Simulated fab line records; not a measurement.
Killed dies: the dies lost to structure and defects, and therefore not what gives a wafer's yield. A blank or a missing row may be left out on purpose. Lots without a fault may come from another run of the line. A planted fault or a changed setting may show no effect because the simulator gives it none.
Which of the tools did it? + flow rit cmos + Sampling: 7 lots, 21 wafers, 2 of 202 route steps

## WHAT THE GAUGES READ, wafer by wafer
RIT_CONTACT_THK_MEAS_01.
| lot  | measured    | on            | CONTACT_TEOS_THK (nm) |
|------|-------------|---------------|-----------------------|
| L370 | day 3 17:08 | film metro-04 | 395 396 402           |
| L373 | day 4 14:32 | film metro-04 | 398 402 406           |
| L375 | day 4 22:29 | film metro-03 | 395 399 399           |
| L377 | day 5 04:01 | film metro-01 | 396 400 406           |
| L384 | day 6 12:16 | film metro-04 | 439 445 445           |
| L389 | day 7 09:42 | film metro-03 | 409 407 407           |
| L392 | day 8 05:08 | film metro-04 | 406 404 411           |

## WHICH TOOL RAN EACH LOT (tool, then ch and the chambers of the sampled wafers, then the start)
| lot  | RIT_CONTACT_CVD_00             |
|------|--------------------------------|
| L370 | pecvd-04 ch 0,1, day 3 17:04   |
| L373 | pecvd-04 ch 0,2, day 4 14:29   |
| L375 | pecvd-03 ch 0,1,2, day 4 22:26 |
| L377 | pecvd-01 ch 0,2, day 5 03:58   |
| L384 | pecvd-03 ch 0,1, day 6 12:11   |
| L389 | pecvd-01 ch 0,1,2, day 7 09:38 |
| L392 | pecvd-01 ch 0,1, day 8 05:05   |
- RIT_CONTACT_CVD_00: deposits SiO2 from TEOS, target thk 400 nm, time 61 s.

## THE ANSWER, worked out from the rows above alone
Rule: the usual values come from the lots themselves. Put in order of their means at a reading, lots are off if they are a third of the lots or fewer, leave a main group of 4 or more, and stand apart from it by a gap of 3 or more times the standard deviation of the main group's means; of several such gaps the widest counts. The tables above print the reading to a certain number of digits; a main group whose means all agree to those digits is not used. A lot without any number at a reading at which 4 lots or more have one is off too. Any other lot the step has rows for is counted as sound.
Off: L384, at RIT_CONTACT_THK_MEAS_01 (CONTACT_TEOS_THK). The main group: mean 402 nm, standard deviation 4.
If a tool, at a process step before that reading, ran all the lots that are off and no sound lot after the first of them, it fits. Gauges at RIT_CONTACT_THK_MEAS_01: tried the same way as those tools. One fits: RIT_CONTACT_CVD_00 on pecvd-03. Its last sound lot is L375 (day 4 22:26), its first lot that is off L384 (day 6 12:11): a fault that began between those two fits.

## WHAT WAS PUT IN BY THE SIMULATOR
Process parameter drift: pecvd-03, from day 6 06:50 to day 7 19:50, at RIT_CONTACT_CVD_00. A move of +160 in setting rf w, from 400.
Struck lots among those shown: L384. The rule above reached the same finding.
